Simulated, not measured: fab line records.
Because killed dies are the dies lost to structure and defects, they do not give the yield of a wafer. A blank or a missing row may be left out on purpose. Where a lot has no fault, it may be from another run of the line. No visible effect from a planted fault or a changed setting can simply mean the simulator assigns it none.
The tool behind it: which one? :: flow rit_cmos :: 13 lots with 39 wafers sampled at 5 steps, on a route of 202 steps

== WHAT THE GAUGES READ, wafer by wafer ==
RIT_ACTIVE_CD_MEAS_11: the cd target is 1400 nm. Usual: 1400.2 nm for cd_nm, sd 2.6.
lot: L837
measured: day 1 15:41
on: cd_sem-01
cd_nm (nm): 1402.9 1401.5 1400.1
flag: 

lot: L838
measured: day 1 20:31
on: cd_sem-01
cd_nm (nm): 1399.6 1397.0 1396.4
flag: 

lot: L839
measured: day 2 01:16
on: cd_sem-01
cd_nm (nm): 1404.6 1404.5 1406.1
flag: 

lot: L840
measured: day 2 06:56
on: cd_sem-01
cd_nm (nm): 1395.3 1400.1 1400.5
flag: 

lot: L841
measured: day 2 11:59
on: cd_sem-01
cd_nm (nm): 1399.1 1400.3 1396.8
flag: 

lot: L842
measured: day 2 15:59
on: cd_sem-02
cd_nm (nm): 1396.7 1397.9 1399.1
flag: 

lot: L843
measured: day 2 23:00
on: cd_sem-01
cd_nm (nm): 1395.6 1400.2 1399.7
flag: 

lot: L846
measured: day 3 12:27
on: cd_sem-02
cd_nm (nm): 1405.1 1401.7 1402.5
flag: 

lot: L847
measured: day 3 17:24
on: cd_sem-02
cd_nm (nm): 1401.4 1401.5 1398.9
flag: 

lot: L848
measured: day 3 21:26
on: cd_sem-01
cd_nm (nm): 1400.5 1399.6 1403.1
flag: 

lot: L854
measured: day 5 04:14
on: cd_sem-01
cd_nm (nm): 1400.2 1400.3 1401.5
flag: 

lot: L856
measured: day 5 15:43
on: cd_sem-02
cd_nm (nm): 1399.9 1398.8 1400.2
flag: 

lot: L860
measured: day 6 09:36
on: cd_sem-02
cd_nm (nm): 1402.9 1401.3 1403.5
flag: 

RIT_PRETRO_OVL_MEAS_06. Usual: PRETRO_OVL typically reads 0.6 nm, with standard deviation 1.4.
lot: L837
measured: day 2 09:18
on: overlay-02
PRETRO_OVL (nm): -0.1 0.0 -0.3
flag: 

lot: L838
measured: day 2 14:23
on: overlay-02
PRETRO_OVL (nm): -1.2 -0.9 -1.2
flag: 

lot: L839
measured: day 2 21:35
on: overlay-02
PRETRO_OVL (nm): 1.2 2.0 0.2
flag: 

lot: L840
measured: day 3 02:02
on: overlay-01
PRETRO_OVL (nm): 0.8 0.3 0.3
flag: 

lot: L841
measured: day 3 05:01
on: overlay-02
PRETRO_OVL (nm): 2.0 1.4 0.5
flag: 

lot: L842
measured: day 3 12:16
on: overlay-02
PRETRO_OVL (nm): 0.3 1.4 1.9
flag: 

lot: L843
measured: day 3 15:23
on: overlay-01
PRETRO_OVL (nm): -2.0 0.1 -2.1
flag: 

lot: L846
measured: day 4 08:20
on: overlay-01
PRETRO_OVL (nm): 0.4 0.1 -0.6
flag: 

lot: L847
measured: day 4 10:25
on: overlay-01
PRETRO_OVL (nm): 0.0 0.2 0.4
flag: 

lot: L848
measured: day 4 14:51
on: overlay-02
PRETRO_OVL (nm): 0.9 -1.0 0.0
flag: 

lot: L854
measured: day 5 21:44
on: overlay-02
PRETRO_OVL (nm): 3.3 4.5 4.3
flag: 

lot: L856
measured: day 6 07:56
on: overlay-02
PRETRO_OVL (nm): 0.7 0.6 1.9
flag: 

lot: L860
measured: day 7 03:08
on: overlay-01
PRETRO_OVL (nm): 0.1 -1.7 -0.2
flag: 

RIT_GATE_THK_MEAS_07. Usual: GATE_OXIDE_THK typically reads 3.04 nm, with standard deviation 0.07.
lot: L837
measured: day 2 11:50
on: film_metro-04
GATE_OXIDE_THK (nm): 3.02 3.07 3.07
flag: 

lot: L838
measured: day 2 21:13
on: film_metro-04
GATE_OXIDE_THK (nm): 3.02 2.99 2.96
flag: 

lot: L839
measured: day 3 01:04
on: film_metro-02
GATE_OXIDE_THK (nm): 2.99 3.00 2.94
flag: 

lot: L840
measured: day 3 04:35
on: film_metro-04
GATE_OXIDE_THK (nm): 3.11 3.14 3.08
flag: 

lot: L841
measured: day 3 09:29
on: film_metro-01
GATE_OXIDE_THK (nm): 2.97 2.93 3.00
flag: 

lot: L842
measured: day 3 16:10
on: film_metro-01
GATE_OXIDE_THK (nm): 3.05 2.98 2.98
flag: 

lot: L843
measured: day 3 17:52
on: film_metro-04
GATE_OXIDE_THK (nm): 3.06 3.00 2.93
flag: 

lot: L846
measured: day 4 10:50
on: film_metro-02
GATE_OXIDE_THK (nm): 4.63 4.65 4.71
flag: OFF

lot: L847
measured: day 4 13:33
on: film_metro-01
GATE_OXIDE_THK (nm): 3.16 3.11 3.17
flag: 

lot: L848
measured: day 4 17:58
on: film_metro-01
GATE_OXIDE_THK (nm): 4.65 4.74 4.71
flag: OFF

lot: L854
measured: day 6 02:37
on: film_metro-02
GATE_OXIDE_THK (nm): 3.10 3.04 3.11
flag: 

lot: L856
measured: day 6 10:25
on: film_metro-02
GATE_OXIDE_THK (nm): 2.92 2.89 2.98
flag: 

lot: L860
measured: day 7 07:06
on: film_metro-04
GATE_OXIDE_THK (nm): 3.03 3.05 3.08
flag: 

RIT_SILICIDE_RS_MEAS_02: measures by four-point-probe. Usual: SILICIDE_TI_RS typically reads 47.6 ohm/sq, with standard deviation 0.53.
lot: L837
measured: day 3 04:19
on: film_metro-01
SILICIDE_TI_RS (ohm/sq): 47.2 47.7 47.7
flag: 

lot: L838
measured: day 3 12:57
on: film_metro-01
SILICIDE_TI_RS (ohm/sq): 47.4 46.9 47.5
flag: 

lot: L839
measured: day 3 17:12
on: film_metro-02
SILICIDE_TI_RS (ohm/sq): 47.2 47.1 47.3
flag: 

lot: L840
measured: day 3 21:44
on: film_metro-01
SILICIDE_TI_RS (ohm/sq): 48.5 48.4 49.1
flag: 

lot: L841
measured: day 4 02:18
on: film_metro-04
SILICIDE_TI_RS (ohm/sq): 47.7 47.8 47.7
flag: 

lot: L842
measured: day 4 09:21
on: film_metro-01
SILICIDE_TI_RS (ohm/sq): 48.2 48.5 47.9
flag: 

lot: L843
measured: day 4 09:55
on: film_metro-04
SILICIDE_TI_RS (ohm/sq): 48.2 48.2 48.3
flag: 

lot: L846
measured: day 5 03:41
on: film_metro-01
SILICIDE_TI_RS (ohm/sq): 48.2 48.7 48.0
flag: 

lot: L847
measured: day 5 07:36
on: film_metro-02
SILICIDE_TI_RS (ohm/sq): 47.5 47.0 47.8
flag: 

lot: L848
measured: day 5 12:19
on: film_metro-04
SILICIDE_TI_RS (ohm/sq): 48.1 48.5 47.7
flag: 

lot: L854
measured: day 6 19:44
on: film_metro-01
SILICIDE_TI_RS (ohm/sq): 47.2 47.0 47.0
flag: 

lot: L856
measured: day 7 03:50
on: film_metro-02
SILICIDE_TI_RS (ohm/sq): 47.4 47.2 48.1
flag: 

lot: L860
measured: day 8 02:34
on: film_metro-02
SILICIDE_TI_RS (ohm/sq): 47.6 47.2 47.2
flag: 

== EACH LOT AND THE TOOL THAT RAN IT (in order: tool; ch and the chambers of the sampled wafers; start) ==
lot: L837
RIT_GATE_OXIDATION_05: furnace-01 ch 0, day 2 10:28

lot: L838
RIT_GATE_OXIDATION_05: furnace-04 ch 0, day 2 16:44

lot: L839
RIT_GATE_OXIDATION_05: furnace-01 ch 0, day 2 23:44

lot: L840
RIT_GATE_OXIDATION_05: furnace-04 ch 0, day 3 03:14

lot: L841
RIT_GATE_OXIDATION_05: furnace-01 ch 0, day 3 06:26

lot: L842
RIT_GATE_OXIDATION_05: furnace-01 ch 0, day 3 14:31

lot: L843
RIT_GATE_OXIDATION_05: furnace-04 ch 0, day 3 16:33

lot: L846
RIT_GATE_OXIDATION_05: furnace-03 ch 0, day 4 09:31

lot: L847
RIT_GATE_OXIDATION_05: furnace-04 ch 0, day 4 11:45

lot: L848
RIT_GATE_OXIDATION_05: furnace-03 ch 0, day 4 16:38

lot: L854
RIT_GATE_OXIDATION_05: furnace-04 ch 0, day 5 23:06

lot: L856
RIT_GATE_OXIDATION_05: furnace-01 ch 0, day 6 09:05

lot: L860
RIT_GATE_OXIDATION_05: furnace-04 ch 0, day 7 04:28
- RIT_GATE_OXIDATION_05: target thk 3 nm, ox time 270 s.

== AS READ BY THE TOOLS THEMSELVES (means over the sampled wafers that have a number; for cases with no such wafer, the mark the record gives instead) ==
RIT_GATE_OXIDATION_05. Usual: spike_tc_centre_C 902.7 C, standard deviation 1.8; spike_tc_load_C 924.5 C, standard deviation 2; spike_tc_source_C 926.9 C, standard deviation 2.8; tube_center_temp_C 900.01 C, standard deviation 0.078; tube_center_temp_C_max 902.3, standard deviation 0.38; zone_power_load_pct 25.7 %, standard deviation 1.2.
lot: L837
tool: furnace-01
spike_tc_centre_C (C): 901.2
spike_tc_load_C (C): 921.8
spike_tc_source_C (C): 923.3
tube_center_temp_C (C): 900.01
tube_center_temp_C_max: 902.2
zone_power_load_pct (%): 26.0
flag: 

lot: L838
tool: furnace-04
spike_tc_centre_C (C): 900.9
spike_tc_load_C (C): 923.4
spike_tc_source_C (C): 928.8
tube_center_temp_C (C): 900.02
tube_center_temp_C_max: 902.3
zone_power_load_pct (%): 24.0
flag: 

lot: L839
tool: furnace-01
spike_tc_centre_C (C): 901.9
spike_tc_load_C (C): 922.8
spike_tc_source_C (C): 922.2
tube_center_temp_C (C): 899.99
tube_center_temp_C_max: 902.9
zone_power_load_pct (%): 26.0
flag: 

lot: L840
tool: furnace-04
spike_tc_centre_C (C): 901.1
spike_tc_load_C (C): 924.4
spike_tc_source_C (C): 929.0
tube_center_temp_C (C): 900.01
tube_center_temp_C_max: 902.3
zone_power_load_pct (%): 23.8
flag: 

lot: L841
tool: furnace-01
spike_tc_centre_C (C): 901.1
spike_tc_load_C (C): 923.0
spike_tc_source_C (C): 924.1
tube_center_temp_C (C): 899.99
tube_center_temp_C_max: 902.1
zone_power_load_pct (%): 26.0
flag: 

lot: L842
tool: furnace-01
spike_tc_centre_C (C): 901.9
spike_tc_load_C (C): 922.9
spike_tc_source_C (C): 923.6
tube_center_temp_C (C): 900.03
tube_center_temp_C_max: 902.0
zone_power_load_pct (%): 25.9
flag: 

lot: L843
tool: furnace-04
spike_tc_centre_C (C): 902.1
spike_tc_load_C (C): 924.2
spike_tc_source_C (C): 929.7
tube_center_temp_C (C): 899.91
tube_center_temp_C_max: 902.6
zone_power_load_pct (%): 24.0
flag: 

lot: L846
tool: furnace-03
spike_tc_centre_C (C): 941.6
spike_tc_load_C (C): 965.2
spike_tc_source_C (C): 967.8
tube_center_temp_C (C): 937.71
tube_center_temp_C_max: 940.3
zone_power_load_pct (%): 29.2
flag: OFF

lot: L847
tool: furnace-04
spike_tc_centre_C (C): 901.1
spike_tc_load_C (C): 924.4
spike_tc_source_C (C): 928.9
tube_center_temp_C (C): 899.95
tube_center_temp_C_max: 902.0
zone_power_load_pct (%): 23.5
flag: 

lot: L848
tool: furnace-03
spike_tc_centre_C (C): 942.6
spike_tc_load_C (C): 964.6
spike_tc_source_C (C): 966.3
tube_center_temp_C (C): 937.74
tube_center_temp_C_max: 939.8
zone_power_load_pct (%): 29.2
flag: OFF

lot: L854
tool: furnace-04
spike_tc_centre_C (C): 900.4
spike_tc_load_C (C): 924.2
spike_tc_source_C (C): 928.4
tube_center_temp_C (C): 900.00
tube_center_temp_C_max: 902.1
zone_power_load_pct (%): 23.9
flag: 

lot: L856
tool: furnace-01
spike_tc_centre_C (C): 901.7
spike_tc_load_C (C): 922.3
spike_tc_source_C (C): 923.5
tube_center_temp_C (C): 900.00
tube_center_temp_C_max: 902.3
zone_power_load_pct (%): 26.2
flag: 

lot: L860
tool: furnace-04
spike_tc_centre_C (C): 900.5
spike_tc_load_C (C): 924.1
spike_tc_source_C (C): 928.0
tube_center_temp_C (C): 899.98
tube_center_temp_C_max: 902.3
zone_power_load_pct (%): 23.6
flag: 

== THE ANSWER, worked out from the rows above alone ==
Rule: lot off if the mean of its wafers having a number is beyond 3 standard deviations from the usual mean. Also off: a lot with no number at a reading for which 4 or more lots have one. All remaining lots with rows at the step are treated as sound. Order of review: gauges by route order, followed by the tools' own readings, for which a lot's mean as printed above is used. At the first step where some lot is off, the reading lying furthest off is the one used; lots without a number count as furthest.
Off: at RIT_GATE_THK_MEAS_07 (GATE_OXIDE_THK), L846, L848.
A tool fits if, at a process step before that reading, it ran every lot that is off, and no sound lot after the first of them. The gauges at RIT_GATE_THK_MEAS_07 aren't tried: what is off there is off at RIT_GATE_OXIDATION_05 too, on other tools, and a gauge's error can't cause that. One candidate fits, namely furnace-03 at RIT_GATE_OXIDATION_05. It ran no sound lot before its first lot that is off in this sample, so the start can't be narrowed down.
The tool's own readings at RIT_GATE_OXIDATION_05 bear it out: on the lots that are off they differ by more than 5 times the standard deviation of the sound lots' means. spike_tc_centre_C reads 942.1 C there against 901.3 C on the sound lots; spike_tc_load_C reads 964.9 C there against 923.4 C on the sound lots; spike_tc_source_C reads 967.0 C there against 926.3 C on the sound lots; tube_center_temp_C reads 937.73 C there against 899.99 C on the sound lots; tube_center_temp_C_max reads 940.0 there against 902.3 on the sound lots.

== WHAT HAD BEEN PUT IN BY THE SIMULATOR ==
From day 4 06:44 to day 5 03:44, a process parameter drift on furnace-03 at RIT_GATE_OXIDATION_05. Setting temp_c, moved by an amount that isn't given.
Struck lots among those shown: L846, L848. The rule above found the same.
